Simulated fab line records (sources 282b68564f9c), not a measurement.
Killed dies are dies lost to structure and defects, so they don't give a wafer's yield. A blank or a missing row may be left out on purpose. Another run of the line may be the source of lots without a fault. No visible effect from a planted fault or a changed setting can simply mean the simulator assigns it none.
What tool caused it? + flow rit-cmos + Sampling: 15 lots, 45 wafers, 2 of 202 route steps

== WHAT THE GAUGES READ, wafer by wafer ==
RIT_NRETRO_TW_MEAS_10.
| lot  | measured    | on            | NRETRO_TW         |
|------|-------------|---------------|-------------------|
| L361 | day 2 08:34 | film-metro-04 | 1054 1050 1052    |
| L362 | day 2 12:49 | film-metro-02 | 1053 1045 1050    |
| L363 | day 2 17:20 | film-metro-04 | 1049 1052 1055    |
| L364 | day 2 22:02 | film-metro-02 | 1051 1051 1049    |
| L368 | day 3 20:46 | film-metro-04 | 1046 1052 1044    |
| L371 | day 4 11:20 | film-metro-04 | 30 30 30 30 30 30 |
| L372 | day 4 14:55 | film-metro-04 | 30 30 30 30 30 30 |
| L373 | day 4 20:10 | film-metro-02 | 30 30 30 30 30 30 |
| L375 | day 5 09:02 | film-metro-04 | 1046 1044 1045    |
| L379 | day 6 01:35 | film-metro-04 | 1042 1038 1040    |
| L380 | day 6 05:44 | film-metro-03 | 1031 1026 1030    |
| L381 | day 6 12:22 | film-metro-04 | 1044 1036 1048    |
| L382 | day 6 17:48 | film-metro-03 | 1022 1033 1025    |
| L383 | day 6 22:22 | film-metro-03 | 1028 1028 1034    |
| L384 | day 7 02:46 | film-metro-03 | 1040 1043 1043    |

== TOOL THAT RAN EACH LOT (tool first, then ch and the chambers of the sampled wafers, then the start) ==
| lot  | RIT_PWELL_STRIP_09                  |
|------|-------------------------------------|
| L361 | plasma-asher-04 ch 0,1, day 2 00:28 |
| L362 | plasma-asher-02 ch 0, day 2 05:26   |
| L363 | plasma-asher-04 ch 0,1, day 2 09:51 |
| L364 | plasma-asher-03 ch 0,1, day 2 14:35 |
| L368 | plasma-asher-03 ch 0,1, day 3 13:35 |
| L371 | plasma-asher-04 ch 0,1, day 4 03:24 |
| L372 | plasma-asher-04 ch 0,1, day 4 07:04 |
| L373 | plasma-asher-04 ch 0,1, day 4 11:58 |
| L375 | plasma-asher-03 ch 0,1, day 5 02:01 |
| L379 | plasma-asher-03 ch 0,1, day 5 18:16 |
| L380 | plasma-asher-03 ch 0,1, day 5 22:06 |
| L381 | plasma-asher-04 ch 0,1, day 6 05:19 |
| L382 | plasma-asher-04 ch 0,1, day 6 10:04 |
| L383 | plasma-asher-03 ch 0,1, day 6 14:31 |
| L384 | plasma-asher-03 ch 0,1, day 6 19:32 |
- RIT_PWELL_STRIP_09: strips in O2, time 180 s.

== WHAT THE TOOLS THEMSELVES READ (means of the sampled wafers that have a number; where no wafer has one, the mark that the record gives instead) ==
RIT_PWELL_STRIP_09.
| lot  | tool            | chamber-pressure-mTorr (mTorr) | drypump-motor-current-A (A) |
|------|-----------------|--------------------------------|-----------------------------|
| L361 | plasma-asher-04 | 4000                           | 5.9                         |
| L362 | plasma-asher-02 | 4001                           | 5.9                         |
| L363 | plasma-asher-04 | 4001                           | 6.1                         |
| L364 | plasma-asher-03 | 3996                           | 5.3                         |
| L368 | plasma-asher-03 | 3999                           | 5.4                         |
| L371 | plasma-asher-04 | -                              | -                           |
| L372 | plasma-asher-04 | -                              | -                           |
| L373 | plasma-asher-04 | -                              | -                           |
| L375 | plasma-asher-03 | 3998                           | 5.3                         |
| L379 | plasma-asher-03 | 4002                           | 5.4                         |
| L380 | plasma-asher-03 | 4001                           | 5.3                         |
| L381 | plasma-asher-04 | 4004                           | 5.9                         |
| L382 | plasma-asher-04 | 3998                           | 5.9                         |
| L383 | plasma-asher-03 | 4004                           | 5.5                         |
| L384 | plasma-asher-03 | 4000                           | 5.4                         |

== THE ANSWER, worked out from the rows above alone ==
Rule: the usual values come from the lots themselves. The widest of any qualifying gaps counts: lots, ordered by their means at a reading, are off when they make up no more than a third of the lots, leave a main group of 4 or more, and stand apart from it by 3 or more times the standard deviation of that group's means. Not used: any main group whose means are identical at the precision the tables above print for the reading. A lot without any number at a reading at which 4 lots or more have one is off too. The other lots that the step has rows for count as sound. After the gauges, taken in route order, come the tools' own readings; for these a lot's mean is taken, as printed above. The first step at which some lot is off is used, and at that step the reading that is off furthest; a lot without a number counts as furthest.
Off: L371, L372, L373, at RIT_NRETRO_TW_MEAS_10 (NRETRO_TW). The main group has a mean of 1042 with a standard deviation of 8.7.
If a tool, at a process step before that reading, ran all the lots that are off and no sound lot after the first of them, it fits. The gauges at RIT_NRETRO_TW_MEAS_10 aren't tried: what is off there is off at RIT_PWELL_STRIP_09 too, on other tools, and a gauge's error can't cause that. None of those tried fits.

== WHAT THE SIMULATOR HAD PUT IN ==
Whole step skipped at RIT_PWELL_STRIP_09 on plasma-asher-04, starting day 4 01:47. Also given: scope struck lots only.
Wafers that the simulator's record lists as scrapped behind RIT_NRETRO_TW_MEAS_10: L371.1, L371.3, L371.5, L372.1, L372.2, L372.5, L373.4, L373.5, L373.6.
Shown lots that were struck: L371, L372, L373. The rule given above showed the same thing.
